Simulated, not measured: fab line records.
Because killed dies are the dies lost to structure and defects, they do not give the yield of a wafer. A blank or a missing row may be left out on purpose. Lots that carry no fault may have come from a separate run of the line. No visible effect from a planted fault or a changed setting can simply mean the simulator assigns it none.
Which tool did it? ; flow rit_cmos ; 21 wafers from 7 lots sampled at 2 of the route's 202 steps

WHAT THE GAUGES SHOWED, per wafer
RIT_SDANNEAL_RS_MEAS_04: uses a four-point probe to measure.
lot;measured;on;PSD_RS (ohm/sq)
L641;day 3 09:54;film_metro-01;116.26 116.45 115.87
L643;day 3 20:07;film_metro-04;116.16 116.20 116.04
L648;day 4 19:03;film_metro-02;128.06 128.08 128.04 128.08 128.17 127.96
L651;day 5 11:22;film_metro-04;116.17 116.52 116.25
L655;day 6 07:16;film_metro-02;116.27 116.37 116.45
L659;day 7 00:55;film_metro-04;115.94 116.17 116.34
L663;day 7 20:58;film_metro-01;116.05 115.99 116.12

EACH LOT AND THE TOOL THAT RAN IT (in order: tool; ch and the chambers of the sampled wafers; start)
lot;RIT_SDANNEAL_RTA_03
L641;rtp_anneal-01 ch 0, day 3 09:50
L643;rtp_anneal-01 ch 0, day 3 20:02
L648;rtp_anneal-02 ch 0, day 4 18:58
L651;rtp_anneal-01 ch 0, day 5 11:19
L655;rtp_anneal-01 ch 0, day 6 07:13
L659;rtp_anneal-01 ch 0, day 7 00:50
L663;rtp_anneal-01 ch 0, day 7 20:54
- RIT_SDANNEAL_RTA_03: time 5 s.

THE ANSWER, worked out from the rows above alone
Rule: usual is defined by the lots themselves. Put in order of their means at a reading, lots are off if they are a third of the lots or fewer, leave a main group of 4 or more, and stand apart from it by a gap of 3 or more times the standard deviation of the main group's means; of several such gaps the widest counts. A main group is skipped when, at the precision printed for the reading in the tables above, its means are all equal. A lot without any number at a reading at which 4 lots or more have one is off too. All remaining lots with rows at the step are treated as sound.
Off: L648, at RIT_SDANNEAL_RS_MEAS_04 (PSD_RS). The main group has a mean of 116.20 ohm/sq with a standard deviation of 0.11.
If a tool, at a process step before that reading, ran all the lots that are off and no sound lot after the first of them, it fits. Those tools and the gauges at RIT_SDANNEAL_RS_MEAS_04 are tried in the same way. One candidate fits, namely rtp_anneal-02 at RIT_SDANNEAL_RTA_03. It ran no sound lot before its first lot that is off in this sample, so the start can't be narrowed down.

WHAT WAS PUT IN BY THE SIMULATOR
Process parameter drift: rtp_anneal-02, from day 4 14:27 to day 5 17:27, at RIT_SDANNEAL_RTA_03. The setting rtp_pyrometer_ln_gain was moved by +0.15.
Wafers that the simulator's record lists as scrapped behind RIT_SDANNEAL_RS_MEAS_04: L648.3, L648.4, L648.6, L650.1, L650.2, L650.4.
Shown lots that were struck: L648. The same result came from the rule above.
